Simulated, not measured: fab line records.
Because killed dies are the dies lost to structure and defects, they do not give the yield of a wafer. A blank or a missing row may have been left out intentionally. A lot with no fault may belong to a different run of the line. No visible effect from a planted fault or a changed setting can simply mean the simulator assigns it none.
A single fault, viewed from 2 desks    flow rit-cmos    what lay behind the numbers comes last; until then each desk has only its own

FOR THE TOOL OWNER'S DESK: implanter-04
RIT_NSD_IMPLANT_08, tool's own readings: per-lot mean of the sampled wafers with a number, covering each lot this tool ran. Marked OUT: a lot whose mean sits more than 4 standard deviations from the usual mean, which makes it out of limits; the brackets give that distance.
Columns: A = beam-energy-keV at RIT_NSD_IMPLANT_08, usual 25.001; B = dose-ions-cm2 at RIT_NSD_IMPLANT_08, usual 9.999e+14
lot   first seen here  A                         B
L722  day 3 00:27      25.007                    9.995e+14
L724  day 3 10:37      25.005                    1.000e+15
L726  day 3 21:09      25.005                    9.992e+14
L727  day 4 00:37      25.004                    1.000e+15
L728  day 4 04:13      25.002                    9.998e+14
L729  day 4 10:38      24.996                    9.993e+14
L733  day 5 05:46      23.511 (-99 or more) OUT  1.000e+15
L736  day 5 21:41      23.529 (-99 or more) OUT  9.990e+14
This desk finds L733, L736 out of limits, L733 being first, at day 5 05:46 (beam-energy-keV at RIT_NSD_IMPLANT_08). Within limits: L722, L724, L726, L727, L728, L729.

METROLOGY DESK
Means of the sampled wafers that have a number, per lot and without regard to the tool the lot ran on: this is what the gauges read. Marked OUT: a lot whose mean sits more than 4 standard deviations from the usual mean, which makes it out of limits; the brackets give that distance.
Columns: A = NSD_TW at RIT_NSD_TW_MEAS_10, usual 3100
lot   first seen here  A
L722  day 3 00:46      3105
L723  day 3 03:49      3108
L724  day 3 10:56      3097
L726  day 3 21:29      3081
L727  day 4 00:56      3114
L728  day 4 04:32      3106
L729  day 4 10:57      3077
L733  day 5 06:05      3054
L736  day 5 22:00      3065
L737  day 6 02:01      3120
L739  day 6 12:49      3096
L741  day 6 22:44      3079
L743  day 7 10:14      3079
L745  day 7 23:56      3095
Result from this desk: across the 14 lots, nothing is out of limits.

ALL TOGETHER
The tool owner's desk could have raised an alarm at day 5 05:46, on L733, L736.
From the metrology desk's view, nothing was out of limits.
The metrology desk has L733, L736 on record, within its limits.
The lots listed all ran RIT_NSD_IMPLANT_08 on implanter-04.

WHAT WAS PUT IN BY THE SIMULATOR
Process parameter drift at RIT_NSD_IMPLANT_08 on implanter-04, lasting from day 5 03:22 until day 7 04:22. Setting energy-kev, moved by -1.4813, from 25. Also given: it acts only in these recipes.
Struck lots among those shown: L733, L736.
Each desk's first reading out of limits, in hours after the fault started: the tool owner's desk, 2.
